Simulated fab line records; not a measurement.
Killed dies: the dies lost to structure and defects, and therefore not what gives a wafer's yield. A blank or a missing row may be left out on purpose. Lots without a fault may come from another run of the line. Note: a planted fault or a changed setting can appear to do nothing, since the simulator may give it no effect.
Which tool is to blame?	flow ritCmos	Sampling: 14 lots, 42 wafers, 2 of 202 route steps

== WHAT THE GAUGES SHOWED, per wafer ==
Not one reading of a measure or inspect step in the record can be checked against a usual standard deviation.

== EACH LOT AND THE TOOL THAT RAN IT (in order: tool; ch and the chambers of the sampled wafers; start) ==
lot	RIT_GATE_ETCH_19	RIT_M1_PROBE_99
L215	rieSi-01 ch 0,1,3, day 2 22:29	-
L216	rieSi-02 ch 0,2,3, day 3 05:55	-
L217	rieSi-01 ch 0,1,3, day 3 08:40	-
L218	rieSi-02 ch 1,3, day 3 10:31	prober-01, day 4 09:59
L219	rieSi-01 ch 0,1, day 3 20:40	prober-02, day 4 16:46
L220	rieSi-02 ch 2,3, day 3 21:02	prober-01, day 4 18:32
L221	rieSi-01 ch 1,2, day 4 01:53	prober-02, day 4 23:29
L222	rieSi-02 ch 1,2,3, day 4 08:38	-
L223	rieSi-01 ch 1,2,3, day 4 19:19	prober-02, day 5 16:29
L226	rieSi-02 ch 0,2,3, day 5 04:57	-
L228	rieSi-02 ch 0,1,2, day 5 14:47	prober-02, day 6 12:46
L233	rieSi-01 ch 0,2,3, day 6 13:18	-
L235	rieSi-01 ch 0,2, day 6 23:32	-
L237	rieSi-01 ch 0,1, day 7 09:35	-
- RIT_GATE_ETCH_19: etches poly-Si in SF6/CHF3/O2, stops on SiO2, time 165 s, target depth 312.5 nm.
- RIT_M1_PROBE_99

== WHAT THE TOOLS THEMSELVES READ (means of the sampled wafers that have a number; where no wafer has one, the mark that the record gives instead) ==
RIT_GATE_ETCH_19.
lot	tool	drypumpMotorCurrentA (A)	oesProductAu (a.u.)	rfFwdPowerW (W)	throttleValvePct (%)
L215	rieSi-01	5.8	0.848	159.6	10.28
L216	rieSi-02	5.8	0.849	159.2	10.30
L217	rieSi-01	5.7	0.840	159.2	10.29
L218	rieSi-02	5.9	0.851	159.6	10.18
L219	rieSi-01	6.2	0.855	159.1	10.26
L220	rieSi-02	5.7	0.835	159.2	10.25
L221	rieSi-01	6.1	0.836	159.6	10.21
L222	rieSi-02	5.8	0.850	159.6	10.23
L223	rieSi-01	5.6	0.854	159.3	10.24
L226	rieSi-02	5.8	0.849	181.1	10.30
L228	rieSi-02	5.9	0.867	180.3	10.13
L233	rieSi-01	5.5	0.845	158.9	10.25
L235	rieSi-01	5.7	0.854	158.9	10.20
L237	rieSi-01	6.1	0.852	159.0	10.28

RIT_M1_PROBE_99.
lot	tool	killed_at_M0_to_M3	killedAtContacts	killedAtFrontEnd	killedDies	killedOpen	killedShort
L218	prober-01	0.0	0.0	7.7	7.7	3.3	4.3
L219	prober-02	0.0	1.0	7.0	8.0	5.3	2.7
L220	prober-01	0.0	0.0	7.7	7.7	2.7	5.0
L221	prober-02	0.0	0.0	6.0	6.0	3.7	2.3
L223	prober-02	0.0	0.0	5.7	5.7	3.0	2.7
L228	prober-02	0.0	0.3	4.0	4.3	1.0	3.3

== THE ANSWER, worked out from the rows above alone ==
Rule: what is usual is taken from the lots themselves. Put in order of their means at a reading, lots are off if they are a third of the lots or fewer, leave a main group of 4 or more, and stand apart from it by a gap of 3 or more times the standard deviation of the main group's means; of several such gaps the widest counts. Not used: any main group whose means are identical at the precision the tables above print for the reading. Also off: a lot with no number at a reading for which 4 or more lots have one. The other lots that the step has rows for count as sound. After the gauges, taken in route order, come the tools' own readings; for these a lot's mean is taken, as printed above. The first step at which some lot is off is used, and at that step the reading that is off furthest; a lot without a number counts as furthest.
Off at RIT_GATE_ETCH_19 (rfFwdPowerW): L226, L228. For the main group the mean is 159.3 W and the standard deviation 0.26.
If a tool, at that step or one of the process steps before it, ran each lot that is off and ran no sound lot following the first of them, it fits. One fits: rieSi-02 at RIT_GATE_ETCH_19. A fault onset in the window from L222 (day 4 08:38, its last sound lot) to L226 (day 5 04:57, its first lot off) fits.
On the lots that are off, the tool's own readings at RIT_GATE_ETCH_19 differ by more than 5 times the standard deviation of the sound lots' means, which bears it out; rfFwdPowerW reads 180.7 W there versus 159.3 W on the sound lots.

== WHAT THE SIMULATOR PUT IN ==
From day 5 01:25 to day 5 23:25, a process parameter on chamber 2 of rieSi-02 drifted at RIT_GATE_ETCH_19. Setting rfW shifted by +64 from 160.
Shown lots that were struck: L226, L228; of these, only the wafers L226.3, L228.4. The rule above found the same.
